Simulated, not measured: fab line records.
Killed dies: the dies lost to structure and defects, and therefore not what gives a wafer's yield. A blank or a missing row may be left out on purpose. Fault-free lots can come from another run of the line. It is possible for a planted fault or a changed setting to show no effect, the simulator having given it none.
A lot that was struck, set against a sound lot	flow ritCmos	14 steps out of a route of 202
Sound: the wafers L963.1, L963.5, L963.6. Wafers struck: L959.2, L959.4, L959.6. The cause comes at the end.
At each step with rows: each side's tool, then ch and its chambers, then its first start. Under that, the readings that differ: sound wafers	struck wafers	difference of the means	sigmas: that difference in standard deviations of wafers without a fault.
alike: readings whose means differ by less than 2 such deviations, and words and numbers that are the same on both sides. not compared: withheld readings, readings that some wafer has no value for, bounds like >300 that may hide the same value, and numbers for which the record gives no deviation and whose values overlap.
Wherever a step has rows on one side only, a row that says differs or no value, or a row with sigmas, the two part there. Numbers that don't overlap but have no deviation are shown without sigmas and don't part them. Lack of a reading on every wafer of one side parts them only where that side has two or more wafers.

first, 4 steps without rows for these wafers: RIT_NSD_SOFTBAKE_02 (time 60 s); RIT_NSD_EXPOSE_03 (exposes mask M9, target cd 40700 nm); RIT_NSD_PEB_04; RIT_NSD_DEVELOP_05 (develop time 50 s).
RIT_NSD_OVL_MEAS_06:
  sound on overlay-02, day 7 02:48; struck on overlay-01, day 6 03:34
  alike: NSD_OVL
then, 2 steps without rows for these wafers: RIT_NSD_HARDBAKE_07 (time 60 s); RIT_NSD_IMPLANT_08.
RIT_NSD_STRIP_09: strips in O2, time 180 s.
  sound on plasmaAsher-03 ch 0,1, day 7 03:08; struck on plasmaAsher-03 ch 0,1, day 6 03:53
  alike: drypumpMotorCurrentA
  not compared: rfHoursCounterH
RIT_NSD_TW_MEAS_10:
  sound on filmMetro-03, day 7 03:19; struck on filmMetro-03, day 6 04:04
  alike: NSD_TW
then, 3 steps without rows for these wafers: RIT_PSD_HMDS_00 (prime time 60 s); RIT_PSD_COAT_01 (resist thk 1000 nm); RIT_PSD_SOFTBAKE_02 (time 60 s).
RIT_PSD_EXPOSE_03: exposes mask M10, target cd 40900 nm.
  struck on ilineStepper-01, day 6 04:43; sound on ilineStepper-01 ch 0, day 7 03:49
  no value came back on the struck wafers for exposureDoseMJCm2, focusOffsetNm (nm), na; on the sound wafers exposureDoseMJCm2 reads 249.86 250.40 250.30
  alike: mask
following that, these wafers have no rows for 1 step: RIT_PSD_PEB_04.

## WHERE THEY PART
At RIT_PSD_EXPOSE_03 and nowhere else, as far as this record goes.

WHY: the cause the simulator had injected
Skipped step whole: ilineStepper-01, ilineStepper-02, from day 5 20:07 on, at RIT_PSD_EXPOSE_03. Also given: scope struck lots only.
